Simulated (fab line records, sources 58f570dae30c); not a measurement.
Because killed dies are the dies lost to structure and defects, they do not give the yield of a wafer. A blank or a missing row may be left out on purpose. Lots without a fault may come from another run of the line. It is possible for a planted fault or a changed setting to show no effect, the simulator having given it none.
Lot-split experiment | flow berkeley_cmos170 | 23 wafers read across 5 lots, on a route 331 steps long

== THE SPLIT ==
At UCB170_PSD_COAT_01 (resist thk 900 nm), the setting resist_thk_nm was moved away from the recipe's 900 nm on 8 of the 23 wafers read, by -2.7% to +4.6%. The other wafers ran this setting at the recipe's value.

Reading taken at the split's own step.

== THE READING ==
KrF_of_PSD_COAT_01.thk_nm (the simulator's own value, which no gauge read), in nm, at UCB170_PSD_COAT_01 (resist thk 900 nm). There is no usual value for it anywhere in the file. Across the 15 wafers here that went through the recipe, the average is 901.9 nm and the standard deviation 2.6 nm.

wafer  | tool, chamber at the split | resist_thk_nm as run, nm | against the recipe | KrF_of_PSD_COAT_01.thk_nm, nm | against lot-mates on the recipe
L074.1 | litho_track-01, 0          | 941.4                    | +4.6%              | 944                           | +42.6
L074.2 | litho_track-01, 0          | 900                      | recipe             | 902.6                         | -
L074.3 | litho_track-01, 0          | 900                      | recipe             | 900                           | -
L074.4 | litho_track-01, 0          | 900                      | recipe             | 901.5                         | -
L074.6 | litho_track-01, 0          | 941.4                    | +4.6%              | 945.4                         | +44.0
L076.1 | litho_track-04, 0          | 934.4                    | +3.8%              | 936.2                         | +38.7
L076.2 | litho_track-04, 0          | 900                      | recipe             | 897.7                         | -
L076.3 | litho_track-04, 0          | 900                      | recipe             | 897.4                         | -
L076.4 | litho_track-04, 0          | 934.4                    | +3.8%              | 935                           | +37.5
L076.6 | litho_track-04, 0          | 934.4                    | +3.8%              | 933.7                         | +36.2
L080.1 | litho_track-02, 0          | 900                      | recipe             | 903.8                         | -
L080.3 | litho_track-02, 0          | 900                      | recipe             | 901.7                         | -
L080.4 | litho_track-02, 0          | 900                      | recipe             | 901.6                         | -
L080.5 | litho_track-02, 0          | 900                      | recipe             | 905.7                         | -
L080.6 | litho_track-02, 0          | 900                      | recipe             | 898.9                         | -
L079.1 | litho_track-04, 0          | 900                      | recipe             | 906.3                         | -
L079.3 | litho_track-04, 0          | 875.5                    | -2.7%              | 879.3                         | -26.4
L079.4 | litho_track-04, 0          | 875.5                    | -2.7%              | 879.2                         | -26.5
L079.5 | litho_track-04, 0          | 875.5                    | -2.7%              | 880.2                         | -25.5
L079.6 | litho_track-04, 0          | 900                      | recipe             | 905.1                         | -
L082.1 | litho_track-04, 0          | 900                      | recipe             | 900.3                         | -
L082.3 | litho_track-04, 0          | 900                      | recipe             | 902.2                         | -
L082.4 | litho_track-04, 0          | 900                      | recipe             | 903.1                         | -

THE FIT
A straight line over all 23 wafers: KrF_of_PSD_COAT_01.thk_nm changes by +8.78 nm for each +1% of resist_thk_nm; r = +0.99; the points scatter about the line by 2.4 nm.
The same after taking each lot's own level away (the mean of its wafers on the recipe; 23 wafers): +9.6 nm for each +1%; r = +1.00; scatter 1.4 nm.
On that fit, the largest move of resist_thk_nm shifts the reading by 44 nm.
The span of the lots' own levels, 897.55 to 905.70 nm, comes to 3.1 times the standard deviation stated above.
The two slopes agree, so the slope changes little with the lot-to-lot level.
Check: with one of the wafers moved furthest among these (+4.6%) left out of the fit, the line predicts +44.6 nm for it against its lot-mates. It came out at +42.6 nm against them.

== OTHER SPLITS APPLIED TO THESE WAFERS ==
These wafers also went through other splits before the reading. Each is held against what the fit with the lots' levels taken away leaves over:
other split on the same wafers      | wafers away from the commonest value | r with KrF_of_PSD_COAT_01.thk_nm (lot level and that fit taken away)
UCB170_START_OXIDATION_02 temp_c    | 10                                   | -0.18
UCB170_NWELL_COAT_07 spin_rpm       | 11                                   | -0.07
UCB170_NWELL_ETCH_13 time_s         | 11                                   | +0.01
UCB170_PWELL_OXIDATION_02 ox_time_s | 15                                   | -0.12
UCB170_PFIELD_IMPLANT_07 energy_kev | 9                                    | +0.13
UCB170_SACOX_OXIDATION_01 ox_time_s | 18                                   | +0.04
UCB170_PVT_IMPLANT_07 energy_kev    | 9                                    | +0.08
UCB170_GATE_PEB_10 peb_temp_c       | 8                                    | +0.14
UCB170_NLDD_IMPLANT_08 energy_kev   | 10                                   | -0.06

== THE WHOLE CHAIN: every reading that the file lists as answering this split, in the file's order ==
step                | what it does      | reading                                                                    | change (the file's fit)              | r (the file's)
UCB170_PSD_COAT_01  | resist thk 900 nm | KrF_of_PSD_COAT_01.thk_nm (the simulator's own value, which no gauge read) | +9.57 nm for each +1% of the setting | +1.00
UCB170_PSD_STRIP_09 | strips in O2      | strip_time_to_endpoint_s                                                   | withheld for each +1% of the setting | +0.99

== THE FILE'S OWN FIT ==
KrF_of_PSD_COAT_01.thk_nm changes by +9.57 nm for each +1% of resist_thk_nm, r = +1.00.
